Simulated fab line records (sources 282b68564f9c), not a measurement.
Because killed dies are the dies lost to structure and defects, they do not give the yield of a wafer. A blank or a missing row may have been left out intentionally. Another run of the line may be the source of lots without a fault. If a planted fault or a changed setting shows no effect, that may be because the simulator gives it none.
fab line records + flow rit_cmos
record
- lots=14
- wafers=42
- last_day=7
route steps=202 shown PRETRO@70 NLDD@109 SILICIDE@167 M1@184
lots with no fault: from the same line, run without faults
start_h: hours from the record's opening day to when the first of the lot's shown wafers began + wait_h: time in hours since the lot's previous step + " identical to the entry in the row above + L1.1+2: a row that stands for several wafers + - either no value or no given start + * or withheld: withheld + < > ~ a bound
route shown NAME@n: NAME is a module with steps in the file, n the number in the route of the first one + usual: mean and standard deviation over wafers with no fault + same: alike in all rows + chamber/n: place in a boat + sites: readings site by site + _std_site: standard deviation of those values + _edge_site: mean of outer sites minus mean of inner sites + radius_mm: how far each site lies from the wafer's centre + mask NAME#n: copy n + behind: the last tool/chamber to shape the wafer + hold: why the lot was held/for how many hours/how that ended + device: which transistor (n, p or np) failed to switch + end of line: tests of these same wafers at the route's end + where a step has no rows: the recipe by itself + killed: count of dies lost to structure and defects at first sort (not the wafer's yield) + map: a wafer's dies, marking killed ones x, the rest . and places with no die _
set.NAME: the setting as run; set.NAME@STEP: as run at that earlier step + model.NAME: the simulator's own value behind a step, which no gauge read
one table for each step of the route and one row for each wafer, over a sample of lots
services: when a tool's chamber went out of use (start_h, in hours from the record's first day, below 0 if earlier), for how many hours, and the reason
## steps
# step RIT_PRETRO_OVL_MEAS_06
# usual
- PRETRO_OVL=0.5/1.7
| lot.wafer | tool       | chamber | start_h | wait_h | PRETRO_OVL[nm] |
|-----------|------------|---------|---------|--------|----------------|
| L281.1    | overlay-01 | -       | 31.53   | -      | 1.1            |
| L281.2    | "          | -       | "       | "      | -3.8           |
| L281.5    | "          | -       | "       | "      | -1.5           |
| L282.3    | overlay-01 | -       | 35.86   | -      | 0.0            |
| L282.5    | "          | -       | "       | "      | -0.6           |
| L282.6    | "          | -       | "       | "      | -0.4           |
| L284.1    | overlay-01 | -       | 45.65   | -      | -0.8           |
| L284.4    | "          | -       | "       | "      | -2.5           |
| L284.5    | "          | -       | "       | "      | -1.7           |
| L285.1    | overlay-01 | -       | 51.93   | -      | 2.0            |
| L285.2    | "          | -       | "       | "      | 2.2            |
| L285.6    | "          | -       | "       | "      | 2.5            |
| L286.2    | overlay-02 | -       | 57.14   | -      | 0.5            |
| L286.4    | "          | -       | "       | "      | 3.1            |
| L286.5    | "          | -       | "       | "      | 3.0            |
| L287.2    | overlay-02 | -       | 62.33   | -      | 0.9            |
| L287.3    | "          | -       | "       | "      | 1.3            |
| L287.6    | "          | -       | "       | "      | 0.9            |
| L288.1    | overlay-02 | -       | 65.41   | -      | -0.7           |
| L288.2    | "          | -       | "       | "      | 0.9            |
| L288.6    | "          | -       | "       | "      | 0.3            |
| L289.2    | overlay-02 | -       | 72.02   | -      | 2.5            |
| L289.4    | "          | -       | "       | "      | 2.8            |
| L289.5    | "          | -       | "       | "      | 2.2            |
| L290.2    | overlay-01 | -       | 77.03   | -      | -0.7           |
| L290.4    | "          | -       | "       | "      | -1.4           |
| L290.5    | "          | -       | "       | "      | -0.5           |
| L291.1    | overlay-01 | -       | 81.45   | -      | 2.0            |
| L291.4    | "          | -       | "       | "      | 2.4            |
| L291.6    | "          | -       | "       | "      | 1.4            |
| L292.2    | overlay-01 | -       | 86.73   | -      | 0.5            |
| L292.4    | "          | -       | "       | "      | -1.4           |
| L292.6    | "          | -       | "       | "      | -2.2           |
| L293.1    | overlay-01 | -       | 91.67   | -      | -2.6           |
| L293.4    | "          | -       | "       | "      | 1.9            |
| L293.5    | "          | -       | "       | "      | 1.0            |
| L294.4    | overlay-02 | -       | 99.56   | -      | -1.2           |
| L294.5    | "          | -       | "       | "      | -1.6           |
| L294.6    | "          | -       | "       | "      | 0.4            |
| L302.1    | overlay-02 | -       | 135.85  | -      | 0.7            |
| L302.2    | "          | -       | "       | "      | 0.3            |
| L302.5    | "          | -       | "       | "      | 0.8            |
# step RIT_NLDD_OVL_MEAS_06
# usual
- NLDD_OVL=0.0/1.3
| lot.wafer | tool       | chamber | start_h | wait_h | NLDD_OVL[nm] |
|-----------|------------|---------|---------|--------|--------------|
| L281.1    | overlay-02 | -       | 41.67   | -      | 1.2          |
| L281.2    | "          | -       | "       | "      | 1.7          |
| L281.5    | "          | -       | "       | "      | 1.7          |
| L282.3    | overlay-01 | -       | 46.39   | -      | 0.7          |
| L282.5    | "          | -       | "       | "      | -0.2         |
| L282.6    | "          | -       | "       | "      | -2.7         |
| L284.1    | overlay-01 | -       | 56.89   | -      | -0.5         |
| L284.4    | "          | -       | "       | "      | -0.9         |
| L284.5    | "          | -       | "       | "      | 0.2          |
| L285.1    | overlay-01 | -       | 62.90   | -      | 0.8          |
| L285.2    | "          | -       | "       | "      | 1.4          |
| L285.6    | "          | -       | "       | "      | 0.7          |
| L286.2    | overlay-01 | -       | 70.63   | -      | 0.7          |
| L286.4    | "          | -       | "       | "      | -0.1         |
| L286.5    | "          | -       | "       | "      | 1.5          |
| L287.2    | overlay-01 | -       | 72.34   | -      | -1.9         |
| L287.3    | "          | -       | "       | "      | -1.0         |
| L287.6    | "          | -       | "       | "      | 0.0          |
| L288.1    | overlay-02 | -       | 76.82   | -      | 0.9          |
| L288.2    | "          | -       | "       | "      | 1.4          |
| L288.6    | "          | -       | "       | "      | 1.6          |
| L289.2    | overlay-02 | -       | 84.72   | -      | -0.4         |
| L289.4    | "          | -       | "       | "      | 1.0          |
| L289.5    | "          | -       | "       | "      | 0.9          |
| L290.2    | overlay-01 | -       | 87.74   | -      | -0.1         |
| L290.4    | "          | -       | "       | "      | 0.6          |
| L290.5    | "          | -       | "       | "      | -0.1         |
| L291.1    | overlay-02 | -       | 91.06   | -      | 1.6          |
| L291.4    | "          | -       | "       | "      | 2.6          |
| L291.6    | "          | -       | "       | "      | 0.1          |
| L292.2    | overlay-02 | -       | 97.35   | -      | -0.2         |
| L292.4    | "          | -       | "       | "      | -0.8         |
| L292.6    | "          | -       | "       | "      | -0.7         |
| L293.1    | overlay-02 | -       | 101.30  | -      | 0.8          |
| L293.4    | "          | -       | "       | "      | 0.0          |
| L293.5    | "          | -       | "       | "      | 0.8          |
| L294.4    | overlay-02 | -       | 110.65  | -      | -0.1         |
| L294.5    | "          | -       | "       | "      | -0.7         |
| L294.6    | "          | -       | "       | "      | 1.7          |
| L302.1    | overlay-01 | -       | 145.64  | -      | -1.9         |
| L302.2    | "          | -       | "       | "      | -0.8         |
| L302.5    | "          | -       | "       | "      | -1.6         |
# step RIT_SILICIDE_RTA_06
# recipe
- temp_c=750
- time_s=10
- idle_temp_c=25
- ramp_up_s=5
- ramp_down_s=10
- cool_to_c=25
- ambient=N2
# usual
- wafer_temp_C_max=754.6/2.1
| lot.wafer | tool          | chamber | start_h | wait_h | wafer_temp_C_max |
|-----------|---------------|---------|---------|--------|------------------|
| L281.1    | rtp_anneal-02 | 0       | 51.77   | 0.0    | 754.8            |
| L281.2    | "             | 0       | "       | "      | 755.5            |
| L281.5    | "             | 0       | "       | "      | 757.5            |
| L282.3    | rtp_anneal-01 | 0       | 55.44   | 0.0    | 752.3            |
| L282.5    | "             | 0       | "       | "      | 753.3            |
| L282.6    | "             | 0       | "       | "      | 752.7            |
| L284.1    | rtp_anneal-01 | 0       | 66.00   | 0.0    | 753.6            |
| L284.4    | "             | 0       | "       | "      | 752.2            |
| L284.5    | "             | 0       | "       | "      | 753.1            |
| L285.1    | rtp_anneal-02 | 0       | 71.99   | 0.0    | 755.7            |
| L285.2    | "             | 0       | "       | "      | 755.4            |
| L285.6    | "             | 0       | "       | "      | 756.8            |
| L286.2    | rtp_anneal-01 | 0       | 79.32   | 0.0    | 752.2            |
| L286.4    | "             | 0       | "       | "      | 751.5            |
| L286.5    | "             | 0       | "       | "      | 752.8            |
| L287.2    | rtp_anneal-02 | 0       | 81.39   | 0.0    | 755.8            |
| L287.3    | "             | 0       | "       | "      | 757.7            |
| L287.6    | "             | 0       | "       | "      | 758.3            |
| L288.1    | rtp_anneal-01 | 0       | 86.15   | 0.0    | 752.7            |
| L288.2    | "             | 0       | "       | "      | 752.5            |
| L288.6    | "             | 0       | "       | "      | 753.4            |
| L289.2    | rtp_anneal-02 | 0       | 93.84   | 0.0    | 756.0            |
| L289.4    | "             | 0       | "       | "      | 756.6            |
| L289.5    | "             | 0       | "       | "      | 756.3            |
| L290.2    | rtp_anneal-02 | 0       | 96.70   | 0.0    | 758.7            |
| L290.4    | "             | 0       | "       | "      | 756.2            |
| L290.5    | "             | 0       | "       | "      | 759.4            |
| L291.1    | rtp_anneal-01 | 0       | 100.36  | 0.0    | 753.8            |
| L291.4    | "             | 0       | "       | "      | 752.6            |
| L291.6    | "             | 0       | "       | "      | 752.5            |
| L292.2    | rtp_anneal-02 | 0       | 106.67  | 0.0    | 755.9            |
| L292.4    | "             | 0       | "       | "      | 755.2            |
| L292.6    | "             | 0       | "       | "      | 755.5            |
| L293.1    | rtp_anneal-01 | 0       | 110.42  | 0.0    | 752.3            |
| L293.4    | "             | 0       | "       | "      | 751.7            |
| L293.5    | "             | 0       | "       | "      | 752.4            |
| L294.4    | rtp_anneal-02 | 0       | 120.71  | 0.0    | 755.8            |
| L294.5    | "             | 0       | "       | "      | 755.0            |
| L294.6    | "             | 0       | "       | "      | 756.2            |
| L302.1    | rtp_anneal-02 | 0       | 154.81  | 0.0    | 756.2            |
| L302.2    | "             | 0       | "       | "      | 754.2            |
| L302.5    | "             | 0       | "       | "      | 754.5            |
# step RIT_M1_SPUTTER_00
# recipe
- material=Al
- target_thk_nm=400
- power_w=2000
- chamber_pressure_pa=0.4
- gas=Ar
- time_s=500
- substrate_temp_c=25
# usual
- throttle_valve_pct=30.5/1
| lot.wafer | tool           | chamber | start_h | wait_h | throttle_valve_pct |
|-----------|----------------|---------|---------|--------|--------------------|
| L281.1    | pvd_sputter-04 | -       | 54.06   | 0.0    | 29.2               |
| L281.2    | "              | -       | "       | "      | 30.9               |
| L281.5    | "              | -       | "       | "      | 29.1               |
| L282.3    | pvd_sputter-01 | -       | 57.80   | 0.0    | 31.6               |
| L282.5    | "              | -       | "       | "      | 31.4               |
| L282.6    | "              | -       | "       | "      | 32.1               |
| L284.1    | pvd_sputter-01 | -       | 68.41   | 0.0    | 31.3               |
| L284.4    | "              | -       | "       | "      | 31.9               |
| L284.5    | "              | -       | "       | "      | 31.1               |
| L285.1    | pvd_sputter-04 | -       | 74.54   | 0.0    | 30.6               |
| L285.2    | "              | -       | "       | "      | 29.2               |
| L285.6    | "              | -       | "       | "      | 30.8               |
| L286.2    | pvd_sputter-01 | -       | 81.67   | 0.0    | 29.2               |
| L286.4    | "              | -       | "       | "      | 31.9               |
| L286.5    | "              | -       | "       | "      | 29.4               |
| L287.2    | pvd_sputter-04 | -       | 83.68   | 0.0    | 28.7               |
| L287.3    | "              | -       | "       | "      | 30.5               |
| L287.6    | "              | -       | "       | "      | 29.4               |
| L288.1    | pvd_sputter-03 | -       | 88.44   | 0.0    | 30.6               |
| L288.2    | "              | -       | "       | "      | 29.5               |
| L288.6    | "              | -       | "       | "      | 30.6               |
| L289.2    | pvd_sputter-01 | -       | 96.14   | 0.0    | 31.8               |
| L289.4    | "              | -       | "       | "      | 31.1               |
| L289.5    | "              | -       | "       | "      | 31.9               |
| L290.2    | pvd_sputter-03 | -       | 99.19   | 0.0    | 29.1               |
| L290.4    | "              | -       | "       | "      | 30.3               |
| L290.5    | "              | -       | "       | "      | 29.4               |
| L290.2    | pvd_sputter-03 | -       | 99.66   | 0.3    | 29.0               |
| L290.4    | "              | -       | "       | "      | 30.5               |
| L290.5    | "              | -       | "       | "      | 28.9               |
| L291.1    | pvd_sputter-01 | -       | 102.89  | 0.0    | 31.7               |
| L291.4    | "              | -       | "       | "      | 31.3               |
| L291.6    | "              | -       | "       | "      | 31.9               |
| L292.2    | pvd_sputter-03 | -       | 109.07  | 0.0    | 30.7               |
| L292.4    | "              | -       | "       | "      | 29.2               |
| L292.6    | "              | -       | "       | "      | 29.1               |
| L293.1    | pvd_sputter-01 | -       | 112.97  | 0.0    | 31.7               |
| L293.4    | "              | -       | "       | "      | 32.3               |
| L293.5    | "              | -       | "       | "      | 32.0               |
| L294.4    | pvd_sputter-04 | -       | 123.11  | 0.0    | 28.8               |
| L294.5    | "              | -       | "       | "      | 30.7               |
| L294.6    | "              | -       | "       | "      | 29.3               |
| L294.4    | pvd_sputter-04 | -       | 123.57  | 0.3    | 29.1               |
| L294.5    | "              | -       | "       | "      | 30.9               |
| L294.6    | "              | -       | "       | "      | 29.7               |
| L302.1    | pvd_sputter-03 | -       | 157.34  | 0.0    | 30.3               |
| L302.2    | "              | -       | "       | "      | 29.1               |
| L302.5    | "              | -       | "       | "      | 30.5               |
# step RIT_M1_RS_MEAS_01
# recipe
- thk_meas_gauge=four-point-probe
- reads=Al_of_M1_SPUTTER_00
# usual
- M1_AL_RS=0.0734/0.00078
| lot.wafer | tool          | chamber | start_h | wait_h | M1_AL_RS[ohm/sq] |
|-----------|---------------|---------|---------|--------|------------------|
| L281.1    | film_metro-04 | -       | 54.35   | 0.1    | 0.0730           |
| L281.2    | "             | -       | "       | "      | 0.0729           |
| L281.5    | "             | -       | "       | "      | 0.0731           |
| L282.3    | film_metro-04 | -       | 58.13   | 0.2    | 0.0741           |
| L282.5    | "             | -       | "       | "      | 0.0739           |
| L282.6    | "             | -       | "       | "      | 0.0743           |
| L284.1    | film_metro-02 | -       | 68.70   | 0.1    | 0.0735           |
| L284.4    | "             | -       | "       | "      | 0.0730           |
| L284.5    | "             | -       | "       | "      | 0.0741           |
| L285.1    | film_metro-04 | -       | 74.83   | 0.1    | 0.0727           |
| L285.2    | "             | -       | "       | "      | 0.0734           |
| L285.6    | "             | -       | "       | "      | 0.0721           |
| L286.2    | film_metro-01 | -       | 81.99   | 0.2    | 0.0744           |
| L286.4    | "             | -       | "       | "      | 0.0745           |
| L286.5    | "             | -       | "       | "      | 0.0739           |
| L287.2    | film_metro-04 | -       | 84.00   | 0.2    | 0.0738           |
| L287.3    | "             | -       | "       | "      | 0.0735           |
| L287.6    | "             | -       | "       | "      | 0.0733           |
| L288.1    | film_metro-02 | -       | 88.73   | 0.1    | 0.0730           |
| L288.2    | "             | -       | "       | "      | 0.0727           |
| L288.6    | "             | -       | "       | "      | 0.0728           |
| L289.2    | film_metro-04 | -       | 96.45   | 0.2    | 0.0735           |
| L289.4    | "             | -       | "       | "      | 0.0745           |
| L289.5    | "             | -       | "       | "      | 0.0737           |
| L290.2    | film_metro-04 | -       | 100.14  | 0.3    | 0.0358           |
| L290.4    | "             | -       | "       | "      | 0.0362           |
| L290.5    | "             | -       | "       | "      | 0.0363           |
| L290.2    | film_metro-04 | -       | 100.47  | 0.3    | 0.0358           |
| L290.4    | "             | -       | "       | "      | 0.0361           |
| L290.5    | "             | -       | "       | "      | 0.0362           |
| L291.1    | film_metro-01 | -       | 103.18  | 0.1    | 0.0730           |
| L291.4    | "             | -       | "       | "      | 0.0727           |
| L291.6    | "             | -       | "       | "      | 0.0729           |
| L292.2    | film_metro-01 | -       | 109.38  | 0.2    | 0.0745           |
| L292.4    | "             | -       | "       | "      | 0.0735           |
| L292.6    | "             | -       | "       | "      | 0.0741           |
| L293.1    | film_metro-04 | -       | 113.26  | 0.1    | 0.0747           |
| L293.4    | "             | -       | "       | "      | 0.0737           |
| L293.5    | "             | -       | "       | "      | 0.0735           |
| L294.4    | film_metro-04 | -       | 123.92  | 0.2    | 0.0364           |
| L294.5    | "             | -       | "       | "      | 0.0364           |
| L294.6    | "             | -       | "       | "      | 0.0364           |
| L294.4    | film_metro-04 | -       | 124.29  | 0.3    | 0.0365           |
| L294.5    | "             | -       | "       | "      | 0.0365           |
| L294.6    | "             | -       | "       | "      | 0.0365           |
| L302.1    | film_metro-02 | -       | 157.64  | 0.1    | 0.0737           |
| L302.2    | "             | -       | "       | "      | 0.0731           |
| L302.5    | "             | -       | "       | "      | 0.0738           |
# step RIT_M1_PROBE_99
# usual
- defect_limited_yield=97.4/1.2
- killed_at_contacts=0.1/0.27
- killed_at_front_end=7/3.1
- killed_dies=7/3.1
- killed_on_rim=1.9/1.5
- killed_open=3.6/2.3
- killed_short=3.2/2
- sort_bin_3_pad_short=0.1/0.22
- sort_bin_5_function=1.5/0.87
- sort_bin_6_memory=0.9/0.64
- sort_n_pass=257/3.1
- sort_yield_pct=97.4/1.2
# same
- gross_dies=264
- killed_at_M0_to_M3=0
- killed_at_M4_up=0
- killed_at_back_side=0
- killed_at_other=0
| lot.wafer | tool      | chamber | start_h | wait_h | defect_limited_yield[%] | killed_at_contacts | killed_at_front_end | killed_dies | killed_on_rim | killed_open | killed_short | sort_bin_3_pad_short[%] | sort_bin_5_function[%] | sort_bin_6_memory[%] | sort_n_pass | sort_yield_pct[%] |
|-----------|-----------|---------|---------|--------|-------------------------|--------------------|---------------------|-------------|---------------|-------------|--------------|-------------------------|------------------------|----------------------|-------------|-------------------|
| L281.1    | prober-02 | -       | 58.56   | 0.1    | 93.2                    | 0                  | 18                  | 18          | 2             | 12          | 6            | 0.8                     | 3.8                    | 2.3                  | 246         | 93.2              |
| L281.2    | prober-02 | -       | 58.61   | 0.1    | 98.9                    | 0                  | 3                   | 3           | 2             | 2           | 1            | 0                       | 0.8                    | 0.4                  | 261         | 98.9              |
| L281.5    | prober-02 | -       | 58.76   | 0.2    | 97.0                    | 0                  | 8                   | 8           | 4             | 5           | 3            | 0                       | 1.1                    | 1.9                  | 256         | 97.0              |
| L282.3    | prober-01 | -       | 62.45   | 0.2    | 93.2                    | 1                  | 17                  | 18          | 5             | 7           | 11           | 0.4                     | 4.9                    | 1.5                  | 246         | 93.2              |
| L282.5    | prober-01 | -       | 62.55   | 0.2    | 97.7                    | 0                  | 6                   | 6           | 1             | 3           | 3            | 0.4                     | 0.8                    | 1.1                  | 258         | 97.7              |
| L282.6    | prober-01 | -       | 62.60   | 0.2    | 98.9                    | 0                  | 3                   | 3           | 1             | 0           | 3            | 0                       | 0.8                    | 0.4                  | 261         | 98.9              |
| L284.1    | prober-01 | -       | 73.56   | 0.1    | 96.2                    | 0                  | 10                  | 10          | 2             | 4           | 6            | 0                       | 2.3                    | 1.5                  | 254         | 96.2              |
| L284.4    | prober-01 | -       | 73.71   | 0.2    | 97.0                    | 0                  | 8                   | 8           | 2             | 4           | 4            | 0                       | 3.0                    | 0                    | 256         | 97.0              |
| L284.5    | prober-01 | -       | 73.76   | 0.2    | 97.7                    | 0                  | 6                   | 6           | 0             | 1           | 5            | 0.4                     | 1.9                    | 0                    | 258         | 97.7              |
| L285.1    | prober-01 | -       | 79.08   | 0.1    | 97.3                    | 0                  | 7                   | 7           | 2             | 6           | 1            | 0.4                     | 1.5                    | 0.8                  | 257         | 97.3              |
| L285.2    | prober-01 | -       | 79.13   | 0.1    | 99.2                    | 0                  | 2                   | 2           | 2             | 1           | 1            | 0                       | 0.8                    | 0                    | 262         | 99.2              |
| L285.6    | prober-01 | -       | 79.33   | 0.2    | 97.0                    | 0                  | 8                   | 8           | 1             | 5           | 3            | 0                       | 2.3                    | 0.8                  | 256         | 97.0              |
| L286.2    | prober-02 | -       | 86.24   | 0.1    | 97.7                    | 0                  | 6                   | 6           | 4             | 2           | 4            | 0.4                     | 1.1                    | 0.8                  | 258         | 97.7              |
| L286.4    | prober-02 | -       | 86.34   | 0.2    | 97.7                    | 0                  | 6                   | 6           | 2             | 1           | 5            | 0.4                     | 1.1                    | 0.8                  | 258         | 97.7              |
| L286.5    | prober-02 | -       | 86.39   | 0.2    | 97.0                    | 0                  | 8                   | 8           | 4             | 4           | 4            | 0                       | 1.1                    | 1.9                  | 256         | 97.0              |
| L287.2    | prober-01 | -       | 89.05   | 0.1    | 96.6                    | 0                  | 9                   | 9           | 1             | 7           | 2            | 0.8                     | 0.8                    | 1.9                  | 255         | 96.6              |
| L287.3    | prober-01 | -       | 89.10   | 0.2    | 95.8                    | 0                  | 11                  | 11          | 4             | 4           | 7            | 0.4                     | 2.7                    | 1.1                  | 253         | 95.8              |
| L287.6    | prober-01 | -       | 89.25   | 0.2    | 97.3                    | 0                  | 7                   | 7           | 0             | 1           | 6            | 0                       | 1.5                    | 1.1                  | 257         | 97.3              |
| L288.1    | prober-02 | -       | 93.60   | 0.1    | 98.9                    | 0                  | 3                   | 3           | 0             | 0           | 3            | 0.4                     | 0                      | 0.8                  | 261         | 98.9              |
| L288.2    | prober-02 | -       | 93.65   | 0.1    | 97.3                    | 0                  | 7                   | 7           | 2             | 2           | 5            | 0.4                     | 0.8                    | 1.5                  | 257         | 97.3              |
| L288.6    | prober-02 | -       | 93.85   | 0.2    | 98.5                    | 0                  | 4                   | 4           | 0             | 3           | 1            | 0.4                     | 1.1                    | 0                    | 260         | 98.5              |
| L289.2    | prober-01 | -       | 100.52  | 0.1    | 97.3                    | 0                  | 7                   | 7           | 2             | 5           | 2            | 0.4                     | 1.5                    | 0.8                  | 257         | 97.3              |
| L289.4    | prober-01 | -       | 100.62  | 0.2    | 97.7                    | 0                  | 6                   | 6           | 1             | 2           | 4            | 0                       | 1.9                    | 0.4                  | 258         | 97.7              |
| L289.5    | prober-01 | -       | 100.67  | 0.2    | 98.5                    | 0                  | 4                   | 4           | 1             | 3           | 1            | 0                       | 1.1                    | 0.4                  | 260         | 98.5              |
| L291.1    | prober-01 | -       | 106.95  | 0.1    | 97.3                    | 0                  | 7                   | 7           | 1             | 2           | 5            | 0                       | 0.8                    | 1.9                  | 257         | 97.3              |
| L291.4    | prober-01 | -       | 107.10  | 0.2    | 99.2                    | 0                  | 2                   | 2           | 1             | 1           | 1            | 0                       | 0.8                    | 0                    | 262         | 99.2              |
| L291.6    | prober-01 | -       | 107.20  | 0.2    | 96.6                    | 0                  | 9                   | 9           | 4             | 6           | 3            | 0                       | 2.3                    | 1.1                  | 255         | 96.6              |
| L292.2    | prober-02 | -       | 113.46  | 0.1    | 97.7                    | 0                  | 6                   | 6           | 1             | 4           | 2            | 0                       | 1.5                    | 0.8                  | 258         | 97.7              |
| L292.4    | prober-02 | -       | 113.56  | 0.2    | 98.1                    | 0                  | 5                   | 5           | 2             | 1           | 3            | 0                       | 1.9                    | 0                    | 259         | 98.1              |
| L292.6    | prober-02 | -       | 113.66  | 0.2    | 97.3                    | 0                  | 7                   | 7           | 1             | 6           | 1            | 0.4                     | 1.5                    | 0.8                  | 257         | 97.3              |
| L293.1    | prober-01 | -       | 117.00  | 0.1    | 97.3                    | 0                  | 7                   | 7           | 2             | 3           | 4            | 0                       | 1.9                    | 0.8                  | 257         | 97.3              |
| L293.4    | prober-01 | -       | 117.15  | 0.2    | 96.6                    | 0                  | 9                   | 9           | 0             | 5           | 4            | 0.4                     | 1.9                    | 1.1                  | 255         | 96.6              |
| L293.5    | prober-01 | -       | 117.20  | 0.2    | 98.1                    | 0                  | 5                   | 5           | 0             | 3           | 2            | 0.4                     | 1.5                    | 0                    | 259         | 98.1              |
| L302.1    | prober-02 | -       | 161.36  | 0.1    | 99.6                    | 0                  | 1                   | 1           | 1             | 0           | 1            | 0                       | 0                      | 0.4                  | 263         | 99.6              |
| L302.2    | prober-02 | -       | 161.41  | 0.1    | 98.1                    | 0                  | 5                   | 5           | 1             | 3           | 2            | 0                       | 1.1                    | 0.8                  | 259         | 98.1              |
| L302.5    | prober-02 | -       | 161.56  | 0.2    | 98.5                    | 0                  | 4                   | 4           | 2             | 3           | 1            | 0                       | 0.4                    | 1.1                  | 260         | 98.5              |
# killed by level:class
L281.1 GATE:geometric_particle:open=7 GATE:geometric_particle:short=3 REOX:geometric_particle:open=2 SILICIDE:geometric_particle:open=2 SILICIDE:geometric_particle:short=2 REOX:geometric_particle:short=1 SPACER:geometric_particle:open=1
L281.2 GATE:geometric_particle:open=2 SILICIDE:geometric_particle:short=1
L281.5 REOX:geometric_particle:open=4 REOX:geometric_particle:short=3 SPACER:geometric_particle:open=1
L282.3 FOX1:geometric_particle:short=4 GATE:geometric_particle:open=3 GATE:geometric_particle:short=3 FOX2:geometric_particle:open=2 FOX1:geometric_particle:open=1 FOX2:geometric_particle:short=1 REOX:geometric_particle:short=1 SPACER:geometric_particle:open=1
L282.5 GATE:geometric_particle:short=2 FOX1:geometric_particle:open=1 FOX2:geometric_particle:short=1 REOX:geometric_particle:open=1 SPACER:geometric_particle:open=1
L282.6 FOX1:geometric_particle:short=2 FOX2:geometric_particle:short=1
L284.1 GATE:geometric_particle:short=3 REOX:geometric_particle:short=3 GATE:geometric_particle:open=2 REOX:geometric_particle:open=2
L284.4 GATE:geometric_particle:open=3 FOX2:geometric_particle:short=1 REOX:geometric_particle:short=1 SPACER:geometric_particle:short=1 SILICIDE:geometric_particle:short=1 SILICIDE:geometric_particle:open=1
L284.5 SPACER:geometric_particle:short=3 REOX:geometric_particle:short=1 REOX:geometric_particle:open=1 SILICIDE:geometric_particle:short=1
L285.1 GATE:geometric_particle:open=3 FOX2:geometric_particle:open=1 GATE:geometric_particle:short=1 REOX:geometric_particle:open=1 SILICIDE:geometric_particle:open=1
L285.2 GATE:geometric_particle:open=1 REOX:geometric_particle:short=1
L285.6 GATE:geometric_particle:open=3 FOX2:geometric_particle:short=1 GATE:geometric_particle:short=1 REOX:geometric_particle:open=1 SPACER:geometric_particle:short=1 SPACER:geometric_particle:open=1
L286.2 GATE:geometric_particle:short=2 FOX2:geometric_particle:open=1 GATE:geometric_particle:open=1 SPACER:geometric_particle:short=1 SILICIDE:geometric_particle:short=1
L286.4 GATE:geometric_particle:short=3 FOX2:geometric_particle:short=1 FOX2:geometric_particle:open=1 SILICIDE:geometric_particle:short=1
L286.5 SPACER:geometric_particle:short=3 GATE:geometric_particle:open=2 ACTIVE:geometric_particle:open=1 FOX2:geometric_particle:short=1 SPACER:geometric_particle:open=1
L287.2 FOX1:geometric_particle:open=2 GATE:geometric_particle:open=2 FOX2:geometric_particle:open=1 GATE:geometric_particle:short=1 SPACER:geometric_particle:open=1 SILICIDE:geometric_particle:short=1 SILICIDE:geometric_particle:open=1
L287.3 GATE:geometric_particle:short=4 REOX:geometric_particle:open=2 SILICIDE:geometric_particle:short=2 GATE:geometric_particle:open=1 REOX:geometric_particle:short=1 SPACER:geometric_particle:open=1
L287.6 FOX1:geometric_particle:short=3 GATE:geometric_particle:short=2 FOX2:geometric_particle:open=1 FOX2:geometric_particle:short=1
L288.1 GATE:geometric_particle:short=2 FOX2:geometric_particle:short=1
L288.2 GATE:geometric_particle:short=2 SPACER:geometric_particle:short=2 FOX1:geometric_particle:open=1 REOX:geometric_particle:short=1 SILICIDE:geometric_particle:open=1
L288.6 REOX:geometric_particle:open=2 GATE:geometric_particle:open=1 REOX:geometric_particle:short=1
L289.2 GATE:geometric_particle:open=2 GATE:geometric_particle:short=2 FOX2:geometric_particle:open=1 REOX:geometric_particle:open=1 SPACER:geometric_particle:open=1
L289.4 SPACER:geometric_particle:short=3 FOX1:geometric_particle:open=1 GATE:geometric_particle:open=1 GATE:geometric_particle:short=1
L289.5 FOX2:geometric_particle:open=1 GATE:geometric_particle:open=1 GATE:geometric_particle:short=1 SPACER:geometric_particle:open=1
L291.1 GATE:geometric_particle:short=5 GATE:geometric_particle:open=1 REOX:geometric_particle:open=1
L291.4 SPACER:geometric_particle:open=1 SILICIDE:geometric_particle:short=1
L291.6 SPACER:geometric_particle:open=3 GATE:geometric_particle:short=2 FOX1:geometric_particle:open=1 FOX2:geometric_particle:short=1 GATE:geometric_particle:open=1 REOX:geometric_particle:open=1
L292.2 FOX1:geometric_particle:short=2 GATE:geometric_particle:open=2 SPACER:geometric_particle:open=1 SILICIDE:geometric_particle:open=1
L292.4 GATE:geometric_particle:short=2 FOX2:geometric_particle:open=1 REOX:geometric_particle:short=1 PLDD:coat_microbubble_printed=1
L292.6 GATE:geometric_particle:open=2 SPACER:geometric_particle:open=2 FOX2:geometric_particle:open=1 GATE:geometric_particle:short=1 SILICIDE:geometric_particle:open=1
L293.1 GATE:geometric_particle:short=3 GATE:geometric_particle:open=2 FOX1:geometric_particle:open=1 REOX:geometric_particle:short=1
L293.4 GATE:geometric_particle:open=2 REOX:geometric_particle:open=2 REOX:geometric_particle:short=2 FOX1:geometric_particle:short=1 GATE:geometric_particle:short=1 SPACER:geometric_particle:open=1
L293.5 GATE:geometric_particle:open=2 GATE:geometric_particle:short=2 REOX:geometric_particle:open=1
L302.1 SILICIDE:geometric_particle:short=1
L302.2 GATE:geometric_particle:open=2 GATE:geometric_particle:short=2 FOX1:geometric_particle:open=1
L302.5 FOX1:geometric_particle:open=2 FOX1:geometric_particle:short=1 SILICIDE:geometric_particle:open=1
## services
| tool           | chamber | start_h | hours | kind   |
|----------------|---------|---------|-------|--------|
| pvd_sputter-04 | -       | 54.55   | 1.0   | repair |
| rtp_anneal-01  | -       | 92.35   | 3.9   | pm     |
| pvd_sputter-03 | -       | 110.27  | 1.6   | repair |
| pvd_sputter-01 | -       | 126.03  | 1.9   | repair |
## key
first_sign
- step=RIT_M1_SPUTTER_00
- reading=visit
- direction=added
effect
- step=RIT_M1_RS_MEAS_01
- reading=visit
- direction=added
effect
- step=RIT_M1_RS_MEAS_01
- reading=M1_AL_RS
- direction=down
- sigmas=48
- usual=0.0734
- struck=0.0362
met_at RIT_M1_SPUTTER_00
struck_lots L290,L294
scrapped_behind RIT_M1_RS_MEAS_01 L290.2,L290.4,L290.5,L294.4,L294.5,L294.6
not_acting_at RIT_PRETRO_OVL_MEAS_06,RIT_NLDD_OVL_MEAS_06,RIT_SILICIDE_RTA_06
fault
- kind=repeated_step_whole
- tool=pvd_sputter-01,pvd_sputter-03,pvd_sputter-04
- chamber=-
- onset_h=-
- steps=RIT_M1_SPUTTER_00
- times=1
- scope=struck_lots_only
